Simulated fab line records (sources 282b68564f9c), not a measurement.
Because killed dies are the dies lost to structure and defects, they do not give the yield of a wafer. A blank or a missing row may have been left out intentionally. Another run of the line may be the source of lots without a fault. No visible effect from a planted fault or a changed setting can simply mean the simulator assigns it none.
A lot that was struck, set against a sound lot	flow rit cmos	44 steps out of a route of 202
Sound: wafers L244.2, L244.4, L244.6. Struck: wafer L250.1 (left out: L250.2, L250.5 of the same lot, which were not struck); the cause appears at the end.
Order at every step that has rows: each side's tool, ch and its chambers, its first start. Under that, the readings that differ: sound wafers	struck wafers	difference of the means	sigmas: that difference in standard deviations of wafers without a fault.
alike: readings whose means differ by less than 2 such deviations, and words and numbers that are the same on both sides. not compared: withheld readings, readings that some wafer has no value for, bounds like >300 that may hide the same value, and numbers for which the record gives no deviation and whose values overlap.
Wherever a step has rows on one side only, a row that says differs or no value, or a row with sigmas, the two part there. Numbers that don't overlap but have no deviation are shown without sigmas and don't part them. A reading missing from all wafers of one side parts the sides only when that side holds two or more wafers.

first, 2 steps without rows for these wafers: RIT_PLDD_PEB_04; RIT_PLDD_DEVELOP_05 (develop time 50 s).
RIT_PLDD_OVL_MEAS_06:
  sound on overlay-02, day 3 00:29; struck on overlay-01, day 4 05:02
  alike: PLDD_OVL
then, 2 steps without rows for these wafers: RIT_PLDD_HARDBAKE_07 (time 60 s); RIT_PLDD_IMPLANT_08.
RIT_PLDD_STRIP_09: strips in O2, time 180 s.
  sound on plasma asher-03 ch 0,1, day 3 00:49; struck on plasma asher-01 ch 0, day 4 05:23
  alike: drypump motor current A
  not compared: rf hours counter h
RIT_PLDD_TW_MEAS_10:
  sound on film metro-02, day 3 00:59; struck on film metro-03, day 4 05:33
reading	sound	struck	difference	sigmas
PLDD_TW	2360 2351 2363	2399	+41	+2
then, 4 steps without rows for these wafers: RIT_SPACER_CLEAN_00 (cleans in SC1, time 600 s); RIT_SPACER_CLEAN_01 (cleans in dHF, time 30 s); RIT_SPACER_CLEAN_02 (cleans in SC2, time 600 s); RIT_SPACER_CVD_03 (deposits Si3N4 from SiH2Cl2/NH3, target thk 250 nm, time 3300 s).
RIT_SPACER_THK_MEAS_04:
  sound on film metro-01, day 3 03:20; struck on film metro-03, day 4 07:54
  alike: SPACER_NITRIDE_THK
RIT_SPACER_ETCHBACK_05: etches Si3N4 in SF6/CHF3, stops on SiO2, target depth 250 nm, time 240 s.
  sound on rie diel-01 ch 0,2, day 3 03:23; struck on rie diel-01 ch 2, day 4 07:58
reading	sound	struck	difference	sigmas
model.poly-Si_of_GATE_CVD_08.thk nm (nm)	170.3 170.2 170.2	173.7	+3.5	
model.Si3N4_of_SPACER_CVD_03.thk nm (nm)	198.2 196.6 199.2	204	+6	
  alike: drypump motor current A, oes product au, rf fwd power W, throttle valve pct
  not compared: rf hours counter h
then, 6 steps without rows for these wafers: RIT_NSD_HMDS_00 (prime time 60 s); RIT_NSD_COAT_01 (resist thk 1000 nm); RIT_NSD_SOFTBAKE_02 (time 60 s); RIT_NSD_EXPOSE_03 (exposes mask M9, target cd 40700 nm); RIT_NSD_PEB_04; RIT_NSD_DEVELOP_05 (develop time 50 s).
RIT_NSD_OVL_MEAS_06:
  sound on overlay-02, day 3 04:41; struck on overlay-01, day 4 09:05
  alike: NSD_OVL
then, 2 steps without rows for these wafers: RIT_NSD_HARDBAKE_07 (time 60 s); RIT_NSD_IMPLANT_08.
RIT_NSD_STRIP_09: strips in O2, time 180 s.
  sound on plasma asher-03 ch 0,1, day 3 05:01; struck on plasma asher-04 ch 1, day 4 09:25
  alike: drypump motor current A
  not compared: rf hours counter h
RIT_NSD_TW_MEAS_10:
  sound on film metro-03, day 3 05:12; struck on film metro-03, day 4 09:35
  alike: NSD_TW
then, 6 steps without rows for these wafers: RIT_PSD_HMDS_00 (prime time 60 s); RIT_PSD_COAT_01 (resist thk 1000 nm); RIT_PSD_SOFTBAKE_02 (time 60 s); RIT_PSD_EXPOSE_03 (exposes mask M10, target cd 40900 nm); RIT_PSD_PEB_04; RIT_PSD_DEVELOP_05 (develop time 50 s).
RIT_PSD_OVL_MEAS_06:
  sound on overlay-01, day 3 06:14; struck on overlay-02, day 4 10:32
  alike: PSD_OVL
then, 2 steps without rows for these wafers: RIT_PSD_HARDBAKE_07 (time 60 s); RIT_PSD_IMPLANT_08.
RIT_PSD_STRIP_09: strips in O2, time 180 s.
  sound on plasma asher-01 ch 0,1, day 3 06:34; struck on plasma asher-01 ch 1, day 4 10:52
  alike: drypump motor current A
  not compared: rf hours counter h
RIT_PSD_TW_MEAS_10:
  sound on film metro-04, day 3 06:44; struck on film metro-04, day 4 11:02
  alike: PSD_TW
then, 2 steps without rows for these wafers: RIT_SDANNEAL_CLEAN_00 (cleans in SC1, time 600 s); RIT_SDANNEAL_CLEAN_01 (cleans in dHF, time 30 s).
RIT_SDANNEAL_CLEAN_02: cleans in SC2, time 600 s.
  sound on wet bench-02 ch 1, day 3 06:59; struck on wet bench-02 ch 0, day 4 11:19
reading	sound	struck	difference	sigmas
model.poly-Si_of_GATE_CVD_08.thk nm (nm)	166 165.9 165.9	169.3	+3.4	
RIT_SDANNEAL_RTA_03: time 5 s.
  sound on rtp anneal-01 ch 0, day 3 07:10; struck on rtp anneal-01 ch 0, day 4 11:29
  alike: anneal temp c max, chamber o2 ppm, wafer_temp_C_max
RIT_SDANNEAL_RS_MEAS_04: a four-point-probe measurement.
  sound on film metro-04, day 3 07:14; struck on film metro-04, day 4 11:32
  alike: PSD_RS
RIT_SDANNEAL_RS_MEAS_05: a four-point-probe measurement.
  sound on film metro-04, day 3 07:22; struck on film metro-04, day 4 11:40
reading	sound	struck	difference	sigmas
NSD_RS (ohm/sq)	84.81 85.23 84.80	84.24	-0.71	-3
RIT_SDANNEAL_RS_MEAS_06: a four-point-probe measurement.
  sound on film metro-04, day 3 07:29; struck on film metro-04, day 4 11:47
  alike: PLDD_RS
RIT_SILICIDE_WET_ETCH_00: etches SiO2 in BOE, target depth 14 nm, time 15 s.
  sound on wet bench-01 ch 3, day 3 07:42; struck on wet bench-01 ch 2, day 4 12:01
reading	sound	struck	difference	sigmas
model.Si3N4_of_SPACER_CVD_03.thk nm (nm)	197 195.4 198.1	202.9	+6.1	
RIT_M1_PROBE_99:
  sound on prober-02, day 3 15:05; struck on prober-02, day 4 18:56
reading	sound	struck	difference	sigmas
killed short	3 2 2	7	+5	+3
model.etest.nmos_0p15.r on ohm um	1112 1126 1127	1064	-58	
model.etest.pplus sal.width nm (nm)	3442 3472 3424	3351	-95	
model.etest.nplus sal.width nm (nm)	3442 3447 3452	3340	-107	
model.etest.nwell pinched.rs ohm sq	334.3 338.3 334	318.4	-17.1	
model.etest.pwell pinched.rs ohm sq	453.1 451 456.9	437.6	-16.1	
model.etest.contact nplus.end ohm um	41.08 42.3 42.43	37.87	-4.07	
model.etest.field p metal.vt v (V)	-29.46 -29.75 -29.7	-30.2	-0.6	
model.etest.diode nplus comb.leak log10 a cm2	-5.044 -4.9 -5.08	-5.341	-0.333	
  alike: killed at contacts, killed at front end, killed dies, killed open

## WHERE THEY PART
Earliest at RIT_PLDD_TW_MEAS_10; latest, in this record, at RIT_M1_PROBE_99.

WHY: whatever the simulator had introduced
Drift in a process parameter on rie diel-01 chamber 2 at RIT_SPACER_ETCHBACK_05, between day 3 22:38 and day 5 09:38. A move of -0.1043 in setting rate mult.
